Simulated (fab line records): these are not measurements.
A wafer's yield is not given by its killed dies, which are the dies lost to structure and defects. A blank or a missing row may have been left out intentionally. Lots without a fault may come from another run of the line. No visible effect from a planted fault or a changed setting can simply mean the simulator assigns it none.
Split-lot trial | flow rit-cmos | 23 wafers read from 5 lots, route of 202 steps

== ON THE SPLIT ==
At RIT_SILICIDE_SPUTTER_01 (material Ti, target thk 30 nm, time 240 s), the setting power-w was moved away from the recipe's 350 W on 7 of the 23 wafers read, by -11.7% to +11.6%. For the rest of the wafers, this setting stayed at what the recipe calls for.

== FROM SPLIT TO READING: 1 step shown by the file between the two ==
- RIT_SILICIDE_RS_MEAS_02: measures by four-point-probe

== THE READING ==
SILICIDE_TI_THK, in nm, at RIT_SILICIDE_THK_MEAS_03 (measures by xrf). Typical for fault-free wafers on this fab line: 30.1 nm, with standard deviation 0.34 nm.

wafer  | tool, chamber at the split | power-w as run, W | against the recipe | SILICIDE_TI_THK, nm | against lot-mates on the recipe
L076.1 | pvd-sputter-03, -          | 350               | recipe             | 29.8                | -
L076.4 | pvd-sputter-03, -          | 350               | recipe             | 30.2                | -
L076.5 | pvd-sputter-03, -          | 350               | recipe             | 30.3                | -
L079.2 | pvd-sputter-02, -          | 350               | recipe             | 29.9                | -
L079.3 | pvd-sputter-02, -          | 350               | recipe             | 30.3                | -
L079.4 | pvd-sputter-02, -          | 350               | recipe             | 29.9                | -
L079.5 | pvd-sputter-02, -          | 350               | recipe             | 30.1                | -
L079.6 | pvd-sputter-02, -          | 350               | recipe             | 30.0                | -
L081.1 | pvd-sputter-02, -          | 309               | -11.7%             | 26.8                | -3.2
L081.3 | pvd-sputter-02, -          | 309               | -11.7%             | 26.5                | -3.6
L081.4 | pvd-sputter-02, -          | 309               | -11.7%             | 26.4                | -3.7
L081.5 | pvd-sputter-02, -          | 350               | recipe             | 30.0                | -
L081.6 | pvd-sputter-02, -          | 350               | recipe             | 30.1                | -
L082.1 | pvd-sputter-03, -          | 350               | recipe             | 30.1                | -
L082.3 | pvd-sputter-03, -          | 329.7             | -5.8%              | 28.2                | -1.6
L082.4 | pvd-sputter-03, -          | 350               | recipe             | 29.7                | -
L082.5 | pvd-sputter-03, -          | 350               | recipe             | 29.7                | -
L082.6 | pvd-sputter-03, -          | 329.7             | -5.8%              | 28.0                | -1.8
L084.1 | pvd-sputter-03, -          | 350               | recipe             | 30.6                | -
L084.3 | pvd-sputter-03, -          | 390.5             | +11.6%             | 34.0                | +3.6
L084.4 | pvd-sputter-03, -          | 350               | recipe             | 30.1                | -
L084.5 | pvd-sputter-03, -          | 390.5             | +11.6%             | 34.2                | +3.8
L084.6 | pvd-sputter-03, -          | 350               | recipe             | 30.4                | -

THE FIT
A straight line over all 23 wafers: SILICIDE_TI_THK changes by +0.322 nm for each +1% of power-w; r = +0.99; the points scatter about the line by 0.26 nm.
The same after taking each lot's own level away (the mean of its wafers on the recipe; 23 wafers): +0.308 nm for each +1%; r = +0.99; scatter 0.18 nm.
That fit puts the effect of the largest move of power-w on the reading at 3.6 nm.
Measured against the standard deviation above, the lots' own levels, which go from 29.83 to 30.37 nm, span 1.6 times it.
The two slopes agree, so the slope changes little with the lot-to-lot level.
Check: -3.65 nm against its lot-mates is what the line predicts for one of the wafers moved furthest among these (-11.7%) when that wafer is left out of the fit. It came out at -3.25 nm against them.

== OTHER SPLITS APPLIED TO THESE WAFERS ==
Before the reading, these wafers also passed through other splits. Each is held against what the fit with the lots' levels taken away leaves over:
other split on the same wafers   | wafers away from the commonest value | r with SILICIDE_TI_THK (lot level and that fit taken away)
RIT_GATE_EXPOSE_13 dose-mj       | 4                                    | -0.42
RIT_PLDD_IMPLANT_08 energy-kev   | 9                                    | -0.06
RIT_SPACER_CVD_03 pressure-mtorr | 15                                   | -0.02
RIT_SDANNEAL_CLEAN_00 temp-c     | 15                                   | -0.13

== THE WHOLE CHAIN: every reading that the file lists as answering this split, in the file's order ==
step                     | what it does                              | reading                                                                           | change (the file's fit)               | r (the file's)
RIT_SILICIDE_SPUTTER_01  | material Ti, target thk 30 nm, time 240 s | Ti_of_SILICIDE_SPUTTER_01.thk-nm (the simulator's own value, which no gauge read) | +0.301 nm for each +1% of the setting | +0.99
RIT_SILICIDE_RS_MEAS_02  | measures by four-point-probe              | SILICIDE_TI_RS                                                                    | -0.612 for each +1% of the setting    | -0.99
RIT_SILICIDE_THK_MEAS_03 | measures by xrf                           | SILICIDE_TI_THK                                                                   | +0.307 for each +1% of the setting    | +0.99

== FILE'S OWN FIT ==
SILICIDE_TI_THK changes by +0.307 nm for each +1% of power-w, r = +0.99.
